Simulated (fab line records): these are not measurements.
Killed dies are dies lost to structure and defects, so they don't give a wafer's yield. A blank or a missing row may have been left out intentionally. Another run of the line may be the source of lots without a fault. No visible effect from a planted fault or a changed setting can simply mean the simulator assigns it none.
fab line records    flow ritCmos
record lots=6  wafers=18  lastDay=7
route steps=202 shown PSD@150 SDANNEAL@153 NSD@158 PLDD@159 NLDD@160 SILICIDE@161 M1@202
lots that met no fault: from a run of the same line without faults
startH: hours from the record's first day to the start of the lot's first wafer shown    waitH: hours from the lot's prior step to this one    " same as the row above    L1.1+2: one row covering several wafers at once    - either no value or no given start    * or withheld: withheld    < > ~ a bound
route shown NAME@n: NAME is a module with steps in the file, n the number in the route of the first one    usual: mean and standard deviation over wafers with no fault    same: alike in all rows    chamber/n: place in a boat    sites: readings site by site    _std_site: their standard deviation    _edge_site: mean of outer sites minus mean of inner sites    radiusMm: how far each site lies from the wafer's centre    mask NAME#n: copy n    behind: the tool/chamber that last shaped the wafer    hold: the reason the lot was held/the length of the hold in hours/how it ended    device: names the non-switching transistor (n, p or np)    end of line: the same wafers' tests at the end of the route    step lacking rows: just its recipe    killed: dies lost to structure and defects at the first sort, not the wafer's yield    map: a wafer's dies, marking killed ones x, the rest . and places with no die _
set.NAME: the run value of the setting; set.NAME@STEP: its run value at that earlier step    model.NAME: the simulator's own value behind a step, which no gauge read
lots at selected steps of the route; one table per step, one row per wafer
services: a tool's chamber out of use, with start hour (startH, from the record's first day; less than 0 if before it), hours out, and reason
## steps
# step RIT_PSD_IMPLANT_08
# recipe species=BF2  energyKev=27  doseCm2=5e+15  tiltDeg=7
# step RIT_PSD_STRIP_09
# recipe chemistry=O2  timeS=180  resist=NOVOLAK  platenTempC=withheld  powerW=500  pressureMtorr=4000  o2FlowSccm=4000
# usual drypumpMotorCurrentA=5.9/0.49
lot.wafer  tool            chamber  startH  waitH  drypumpMotorCurrentA  rfHoursCounterH
L804.1     plasmaAsher-02  1        61.99   0.1    5.1                   27
L804.5     "               0        "       "      6.5                   -
L804.6     "               1        "       "      5.1                   -
L809.2     plasmaAsher-02  1        81.85   0.1    5.1                   29
L809.3     "               0        "       "      6.5                   -
L809.6     "               0        "       "      6.5                   -
L814.2     plasmaAsher-03  0        110.18  0.1    6.0                   47
L814.4     "               1        "       "      5.7                   -
L814.6     "               0        "       "      6.1                   -
L815.3     plasmaAsher-03  1        111.11  0.1    5.7                   -
L815.4     "               0        "       "      6.0                   -
L815.5     "               0        "       "      6.1                   -
L816.2     plasmaAsher-04  1        119.24  0.1    6.4                   0
L816.5     "               0        "       "      5.8                   -
L816.6     "               1        "       "      6.5                   -
L823.1     plasmaAsher-03  1        168.98  0.1    5.6                   53
L823.5     "               0        "       "      6.1                   -
L823.6     "               1        "       "      5.6                   -
# step RIT_PSD_TW_MEAS_10
# usual PSD_TW=3432/35
lot.wafer  tool          chamber  startH  waitH  PSD_TW
L804.1     filmMetro-02  -        62.17   0.1    3450
L804.5     "             -        "       "      3470
L804.6     "             -        "       "      3452
L809.2     filmMetro-01  -        82.04   0.1    3379
L809.3     "             -        "       "      3367
L809.6     "             -        "       "      3359
L814.2     filmMetro-02  -        110.37  0.1    3482
L814.4     "             -        "       "      3475
L814.6     "             -        "       "      3473
L815.3     filmMetro-02  -        111.25  0.1    3468
L815.4     "             -        "       "      3457
L815.5     "             -        "       "      3459
L816.2     filmMetro-01  -        119.42  0.1    3399
L816.5     "             -        "       "      3374
L816.6     "             -        "       "      3375
L823.1     filmMetro-02  -        169.16  0.1    3475
L823.5     "             -        "       "      3473
L823.6     "             -        "       "      3467
# step RIT_SDANNEAL_CLEAN_00
# recipe chemistry=SC1  mix=3:3:50  timeS=587.1  tempC=75
# step RIT_SDANNEAL_CLEAN_01
# recipe chemistry=dHF  dilution=50:1  timeS=30
# step RIT_SDANNEAL_CLEAN_02
# recipe chemistry=SC2  mix=3:3:50  timeS=600  tempC=75  dry=n2Spin
# step RIT_SDANNEAL_RTA_03
# recipe tempC=1050  timeS=5  idleTempC=600  rampUpCPerS=342  rampDownCPerS=171  coolToC=600  ambient=N2
# usual wafer_temp_C_max=1053.4/1.1
lot.wafer  tool          chamber  startH  waitH  wafer_temp_C_max
L804.1     rtpAnneal-02  0        62.61   0.0    1052.8
L804.5     "             0        "       "      1053.0
L804.6     "             0        "       "      1052.6
L809.2     rtpAnneal-01  0        82.50   0.0    1053.5
L809.3     "             0        "       "      1052.5
L809.6     "             0        "       "      1052.7
L814.2     rtpAnneal-02  0        110.83  0.0    1051.8
L814.4     "             0        "       "      1052.8
L814.6     "             0        "       "      1056.1
L815.3     rtpAnneal-01  0        111.67  0.0    1051.3
L815.4     "             0        "       "      1052.6
L815.5     "             0        "       "      1053.6
L816.2     rtpAnneal-02  0        119.88  0.0    1052.3
L816.5     "             0        "       "      1053.0
L816.6     "             0        "       "      1054.7
L823.1     rtpAnneal-01  0        169.62  0.0    1054.1
L823.5     "             0        "       "      1052.3
L823.6     "             0        "       "      1053.0
# step RIT_SDANNEAL_RS_MEAS_04
# recipe thkMeasGauge=four-point-probe
# usual PSD_RS=115.8/0.32
lot.wafer  tool          chamber  startH  waitH  PSD_RS[ohm/sq]
L804.1     filmMetro-03  -        62.67   0.0    115.8
L804.5     "             -        "       "      115.4
L804.6     "             -        "       "      115.8
L809.2     filmMetro-03  -        82.56   0.1    115.6
L809.3     "             -        "       "      115.5
L809.6     "             -        "       "      115.2
L814.2     filmMetro-03  -        110.89  0.1    115.4
L814.4     "             -        "       "      115.5
L814.6     "             -        "       "      115.9
L815.3     filmMetro-02  -        111.75  0.1    115.7
L815.4     "             -        "       "      115.6
L815.5     "             -        "       "      116.0
L816.2     filmMetro-03  -        119.95  0.1    115.7
L816.5     "             -        "       "      115.2
L816.6     "             -        "       "      115.5
L823.1     filmMetro-01  -        169.68  0.0    115.9
L823.5     "             -        "       "      115.6
L823.6     "             -        "       "      115.7
# step RIT_SDANNEAL_RS_MEAS_05
# recipe thkMeasGauge=four-point-probe
# usual NSD_RS=84.5/0.3
lot.wafer  tool          chamber  startH  waitH  NSD_RS[ohm/sq]
L804.1     filmMetro-03  -        62.79   0.1    84.3
L804.5     "             -        "       "      84.6
L804.6     "             -        "       "      84.1
L809.2     filmMetro-03  -        82.68   0.1    84.2
L809.3     "             -        "       "      84.2
L809.6     "             -        "       "      84.1
L814.2     filmMetro-03  -        111.01  0.1    84.3
L814.4     "             -        "       "      84.4
L814.6     "             -        "       "      84.4
L815.3     filmMetro-02  -        111.87  0.1    84.9
L815.4     "             -        "       "      84.5
L815.5     "             -        "       "      84.6
L816.2     filmMetro-03  -        120.07  0.1    84.2
L816.5     "             -        "       "      84.3
L816.6     "             -        "       "      84.3
L823.1     filmMetro-01  -        169.80  0.1    84.0
L823.5     "             -        "       "      84.3
L823.6     "             -        "       "      83.8
# step RIT_SDANNEAL_RS_MEAS_06
# recipe thkMeasGauge=four-point-probe
# usual PLDD_RS=178.0/0.49
lot.wafer  tool          chamber  startH  waitH  PLDD_RS[ohm/sq]
L804.1     filmMetro-03  -        62.91   0.1    179.1
L804.5     "             -        "       "      177.9
L804.6     "             -        "       "      178.3
L809.2     filmMetro-03  -        82.80   0.1    177.8
L809.3     "             -        "       "      177.6
L809.6     "             -        "       "      177.7
L814.2     filmMetro-03  -        111.13  0.1    177.5
L814.4     "             -        "       "      177.5
L814.6     "             -        "       "      177.8
L815.3     filmMetro-02  -        111.99  0.1    177.9
L815.4     "             -        "       "      178.2
L815.5     "             -        "       "      178.3
L816.2     filmMetro-03  -        120.19  0.1    177.8
L816.5     "             -        "       "      176.5
L816.6     "             -        "       "      176.9
L823.1     filmMetro-01  -        169.92  0.1    178.0
L823.5     "             -        "       "      177.9
L823.6     "             -        "       "      178.2
# step RIT_SDANNEAL_RS_MEAS_07
# recipe thkMeasGauge=four-point-probe
# usual NLDD_RS=151.3/0.49
lot.wafer  tool          chamber  startH  waitH  NLDD_RS[ohm/sq]
L804.1     filmMetro-03  -        63.03   0.1    150.7
L804.5     "             -        "       "      150.8
L804.6     "             -        "       "      150.5
L809.2     filmMetro-03  -        82.92   0.1    151.6
L809.3     "             -        "       "      152.5
L809.6     "             -        "       "      152.0
L814.2     filmMetro-03  -        111.25  0.1    151.6
L814.4     "             -        "       "      151.3
L814.6     "             -        "       "      151.6
L815.3     filmMetro-02  -        112.11  0.1    151.2
L815.4     "             -        "       "      150.9
L815.5     "             -        "       "      151.2
L816.2     filmMetro-03  -        120.31  0.1    151.1
L816.5     "             -        "       "      151.7
L816.6     "             -        "       "      151.1
L823.1     filmMetro-01  -        170.04  0.1    152.0
L823.5     "             -        "       "      151.4
L823.6     "             -        "       "      152.2
# step RIT_SILICIDE_WET_ETCH_00
# recipe chemistry=BOE  target=SiO2  targetDepthNm=14  timeS=15  dry=n2Spin  dilution=10:1  tempC=21.5
# step RIT_SILICIDE_SPUTTER_01
# recipe material=Ti  targetThkNm=30  powerW=350  chamberPressurePa=0.667  gas=Ar  timeS=240  substrateTempC=25
# usual throttleValvePct=30.1/1
lot.wafer  tool           chamber  startH  waitH  throttleValvePct  model.Ti_of_SILICIDE_SPUTTER_01.thkNm
L804.1     pvdSputter-02  -        63.16   0.0    27.8              30.97
L804.5     "              -        "       "      29.8              30
L804.6     "              -        "       "      30.7              30.53
L809.2     pvdSputter-01  -        83.04   0.0    30.2              29.65
L809.3     "              -        "       "      31.2              30.1
L809.6     "              -        "       "      30.9              30.26
L814.2     pvdSputter-02  -        111.37  0.0    29.8              31.48
L814.4     "              -        "       "      27.7              32.3
L814.6     "              -        "       "      27.7              32.17
L815.3     pvdSputter-01  -        112.21  0.0    30.1              29.95
L815.4     "              -        "       "      30.7              30.34
L815.5     "              -        "       "      29.5              30.03
L816.2     pvdSputter-02  -        120.42  0.0    30.0              31.79
L816.5     "              -        "       "      27.8              32.66
L816.6     "              -        "       "      29.7              31.88
L823.1     pvdSputter-01  -        170.17  0.0    30.1              29.73
L823.5     "              -        "       "      31.0              30.35
L823.6     "              -        "       "      29.8              29.97
# step RIT_SILICIDE_RS_MEAS_02
# recipe thkMeasGauge=four-point-probe  reads=Ti_of_SILICIDE_SPUTTER_01
# usual SILICIDE_TI_RS=47.3/0.88
lot.wafer  tool          chamber  startH  waitH  SILICIDE_TI_RS[ohm/sq]
L804.1     filmMetro-04  -        63.31   0.1    45.9
L804.5     "             -        "       "      47.9
L804.6     "             -        "       "      46.8
L809.2     filmMetro-03  -        83.21   0.1    48.6
L809.3     "             -        "       "      47.7
L809.6     "             -        "       "      47.3
L814.2     filmMetro-04  -        111.54  0.1    45.1
L814.4     "             -        "       "      43.6
L814.6     "             -        "       "      43.9
L815.3     filmMetro-01  -        112.40  0.1    48.0
L815.4     "             -        "       "      47.3
L815.5     "             -        "       "      47.8
L816.2     filmMetro-03  -        120.59  0.1    44.5
L816.5     "             -        "       "      43.0
L816.6     "             -        "       "      44.2
L823.1     filmMetro-01  -        170.32  0.1    48.4
L823.5     "             -        "       "      47.1
L823.6     "             -        "       "      48.0
# step RIT_SILICIDE_THK_MEAS_03
# recipe thkMeasGauge=xrf  reads=Ti_of_SILICIDE_SPUTTER_01
# usual SILICIDE_TI_THK=29.7/0.48
lot.wafer  tool          chamber  startH  waitH  SILICIDE_TI_THK[nm]
L804.1     filmMetro-04  -        63.43   0.1    30.6
L804.5     "             -        "       "      29.7
L804.6     "             -        "       "      30.1
L809.2     filmMetro-03  -        83.32   0.1    28.9
L809.3     "             -        "       "      29.4
L809.6     "             -        "       "      29.6
L814.2     filmMetro-04  -        111.65  0.1    31.0
L814.4     "             -        "       "      31.9
L814.6     "             -        "       "      31.7
L815.3     filmMetro-01  -        112.50  0.1    29.3
L815.4     "             -        "       "      29.5
L815.5     "             -        "       "      29.3
L816.2     filmMetro-03  -        120.70  0.1    31.0
L816.5     "             -        "       "      31.8
L816.6     "             -        "       "      31.0
L823.1     filmMetro-01  -        170.44  0.1    28.8
L823.5     "             -        "       "      29.5
L823.6     "             -        "       "      29.1
# step RIT_SILICIDE_RTA_04
# recipe tempC=650  timeS=10  idleTempC=25  rampUpS=5  rampDownS=5  coolToC=25  ambient=N2
# usual wafer_temp_C_max=653.0/0.9
lot.wafer  tool          chamber  startH  waitH  wafer_temp_C_max
L804.1     rtpAnneal-01  0        63.49   0.1    652.2
L804.5     "             0        "       "      652.1
L804.6     "             0        "       "      652.8
L809.2     rtpAnneal-02  0        83.38   0.1    653.7
L809.3     "             0        "       "      653.4
L809.6     "             0        "       "      654.1
L814.2     rtpAnneal-02  0        111.71  0.1    653.5
L814.4     "             0        "       "      652.5
L814.6     "             0        "       "      653.3
L815.3     rtpAnneal-02  0        112.56  0.1    653.3
L815.4     "             0        "       "      654.0
L815.5     "             0        "       "      654.4
L816.2     rtpAnneal-01  0        120.76  0.1    652.3
L816.5     "             0        "       "      652.2
L816.6     "             0        "       "      652.7
L823.1     rtpAnneal-01  0        170.50  0.1    652.3
L823.5     "             0        "       "      651.3
L823.6     "             0        "       "      651.9
# step RIT_M1_PROBE_99
# usual killedAtContacts=0.1/0.23  killedAtFrontEnd=7/3  killedDies=7/3  killedOpen=3.3/2.1  killedShort=3.7/1.9
# same grossDies=264  killed_at_M0_to_M3=0  killed_at_M4_up=0  killedAtBackSide=0  killedAtOther=0
lot.wafer  tool       chamber  startH  waitH  killedAtContacts  killedAtFrontEnd  killedDies  killedOpen  killedShort  model.etest.contactPplus.endOhmUm  model.etest.contactNplus.endOhmUm  model.etest.npolyLine.rsOhmSq  model.etest.ppolyLine.rsOhmSq  model.etest.npolySal.rsOhmSq  model.etest.ppolySal.rsOhmSq  model.etest.pplusSal.rsOhmSq  model.etest.nplusSal.rsOhmSq
L804.1     prober-01  -        70.39   0.1    0                 3                 3           0           3            43.81                              42.05                              16.64                          16.24                          4.237                         4.181                         4.203                         4.187
L804.5     prober-01  -        70.59   0.2    0                 4                 4           2           2            43.41                              41.35                              17.05                          16.48                          4.377                         4.311                         4.293                         4.319
L804.6     prober-01  -        70.64   0.2    0                 6                 6           0           6            45.37                              42.03                              16.82                          16.18                          4.276                         4.253                         4.235                         4.21
L809.2     prober-02  -        89.97   0.1    0                 6                 6           1           5            43.38                              41.4                               17                             16.46                          4.364                         4.362                         4.379                         4.379
L809.3     prober-02  -        90.02   0.2    0                 6                 6           2           4            43.92                              41.06                              16.99                          16.36                          4.341                         4.326                         4.315                         4.314
L809.6     prober-02  -        90.17   0.2    0                 4                 4           2           2            44.98                              42.14                              16.94                          16.35                          4.311                         4.264                         4.261                         4.295
L814.2     prober-01  -        118.23  0.1    0                 6                 6           1           5            43.52                              43.93                              16.43                          15.86                          4.181                         4.138                         4.125                         4.144
L814.4     prober-01  -        118.33  0.2    0                 11                11          6           5            45.45                              45.95                              15.94                          15.67                          4.056                         4.058                         4.031                         4.045
L814.6     prober-01  -        118.43  0.2    0                 11                11          7           4            43.48                              45.25                              16.01                          15.69                          4.064                         4.025                         4.018                         4.044
L815.3     prober-02  -        119.78  0.2    0                 7                 7           4           3            43.3                               41.98                              16.86                          16.36                          4.37                          4.356                         4.286                         4.287
L815.4     prober-02  -        119.83  0.2    0                 8                 8           3           5            45.77                              39.97                              16.77                          16.36                          4.301                         4.248                         4.278                         4.295
L815.5     prober-02  -        119.88  0.2    1                 5                 6           1           5            44.49                              41.09                              16.95                          16.38                          4.368                         4.299                         4.302                         4.306
L816.2     prober-01  -        127.59  0.1    0                 4                 4           2           2            49.15                              44.82                              16.24                          15.71                          4.169                         4.13                          4.157                         4.124
L816.5     prober-01  -        127.74  0.2    0                 5                 5           1           4            49.08                              45.6                               15.97                          15.47                          4.074                         4.008                         4.048                         4.021
L816.6     prober-01  -        127.79  0.2    1                 4                 5           3           2            47.79                              45.81                              16.4                           15.84                          4.196                         4.138                         4.133                         4.16
L823.1     prober-02  -        177.26  0.1    0                 14                14          7           7            42.98                              40.65                              17.25                          16.77                          4.444                         4.433                         4.411                         4.395
L823.5     prober-02  -        177.46  0.2    0                 6                 6           3           3            43.91                              41.68                              17.03                          16.47                          4.367                         4.298                         4.332                         4.326
L823.6     prober-02  -        177.51  0.2    0                 8                 8           2           6            43.98                              42.23                              17.01                          16.63                          4.418                         4.376                         4.369                         4.355
# killed by level:class
L804.1 GATE:geometricParticle:short=3
L804.5 GATE:geometricParticle:open=2 FOX2:geometricParticle:short=1 SPACER:geometricParticle:short=1
L804.6 SPACER:geometricParticle:short=3 REOX:geometricParticle:short=2 GATE:geometricParticle:short=1
L809.2 GATE:geometricParticle:short=2 FOX1:geometricParticle:short=1 REOX:geometricParticle:open=1 REOX:geometricParticle:short=1 SPACER:geometricParticle:short=1
L809.3 FOX1:geometricParticle:short=1 FOX2:geometricParticle:open=1 GATE:geometricParticle:short=1 GATE:geometricParticle:open=1 REOX:geometricParticle:short=1 SPACER:geometricParticle:short=1
L809.6 FOX1:geometricParticle:open=1 FOX2:geometricParticle:short=1 SPACER:geometricParticle:short=1 SILICIDE:geometricParticle:open=1
L814.2 GATE:geometricParticle:short=2 FOX2:geometricParticle:short=1 REOX:geometricParticle:short=1 SPACER:geometricParticle:short=1 SILICIDE:geometricParticle:open=1
L814.4 GATE:geometricParticle:short=3 GATE:geometricParticle:open=3 SPACER:geometricParticle:short=2 SILICIDE:geometricParticle:open=2 SPACER:geometricParticle:open=1
L814.6 SPACER:geometricParticle:open=4 FOX1:geometricParticle:open=1 FOX1:geometricParticle:short=1 GATE:geometricParticle:short=1 REOX:geometricParticle:open=1 SPACER:geometricParticle:short=1 SILICIDE:geometricParticle:open=1 SILICIDE:geometricParticle:short=1
L815.3 GATE:geometricParticle:short=2 REOX:geometricParticle:open=2 FOX1:geometricParticle:open=1 GATE:geometricParticle:open=1 SILICIDE:geometricParticle:short=1
L815.4 FOX1:geometricParticle:short=2 REOX:geometricParticle:short=2 SPACER:geometricParticle:open=2 REOX:geometricParticle:open=1 SPACER:geometricParticle:short=1
L815.5 SILICIDE:geometricParticle:short=3 FOX1:geometricParticle:short=1 REOX:geometricParticle:open=1 CONTACT:geometricParticle:short=1
L816.2 GATE:geometricParticle:short=1 GATE:geometricParticle:open=1 REOX:geometricParticle:open=1 SPACER:geometricParticle:short=1
L816.5 SPACER:geometricParticle:short=2 GATE:geometricParticle:short=1 SILICIDE:geometricParticle:short=1 SILICIDE:geometricParticle:open=1
L816.6 FOX1:geometricParticle:short=2 GATE:geometricParticle:open=1 SILICIDE:geometricParticle:open=1 CONTACT:geometricParticle:open=1
L823.1 FOX1:geometricParticle:open=3 GATE:geometricParticle:short=3 REOX:geometricParticle:open=3 SPACER:geometricParticle:short=2 FOX2:geometricParticle:short=1 GATE:geometricParticle:open=1 SILICIDE:geometricParticle:short=1
L823.5 GATE:geometricParticle:open=2 GATE:geometricParticle:short=2 SPACER:geometricParticle:open=1 SILICIDE:geometricParticle:short=1
L823.6 GATE:geometricParticle:short=3 REOX:geometricParticle:short=2 FOX2:geometricParticle:short=1 GATE:geometricParticle:open=1 REOX:geometricParticle:open=1
## services
tool            chamber  startH  hours  kind
pvdSputter-02   -        84.21   5.0    repair
plasmaAsher-04  -        108.75  9.0    pm
plasmaAsher-04  0        108.75  9.0    ventCycle
plasmaAsher-04  1        108.75  9.0    ventCycle
plasmaAsher-02  -        114.45  7.6    repair
plasmaAsher-04  0        117.75  -      clean
plasmaAsher-04  1        117.75  -      clean
pvdSputter-02   -        120.75  1.9    repair
## key
firstSign step=RIT_SILICIDE_RS_MEAS_02  reading=SILICIDE_TI_RS  direction=down  sigmas=3.7  usual=47.3  struck=44.1
effect step=RIT_SILICIDE_THK_MEAS_03  reading=SILICIDE_TI_THK  direction=up  sigmas=3.6  usual=29.7  struck=31.4
modelEffect step=RIT_SILICIDE_SPUTTER_01  value=Ti_of_SILICIDE_SPUTTER_01.thkNm  without=30.55  struck=32.05
modelEffect step=RIT_M1_PROBE_99  value=etest.contactPplus.endOhmUm  without=44.05  struck=46.41
metAt RIT_SILICIDE_SPUTTER_01
struckWafers L814.2,L814.4,L814.6,L816.2,L816.5,L816.6
testerLeftOut L814,L816
onsetBetween 63.16 111.37
alsoFits RIT_SDANNEAL_RTA_03:rtpAnneal-02
fault kind=processParameterDrift  tool=pvdSputter-02  chamber=-  onsetH=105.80  steps=RIT_SILICIDE_SPUTTER_01  channel=targetThkNm  offset=1.5  shape=step  endH=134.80  actsIn=theseRecipesOnly  stated=30
# testerLeftOut: of these lots the tester's yield and bins aren't shown, on N5 and GAA mostly nor the transistor test; their killed dies are dies lost to structure and defects alone, not to doping, threshold or leakage, so they don't give the yield
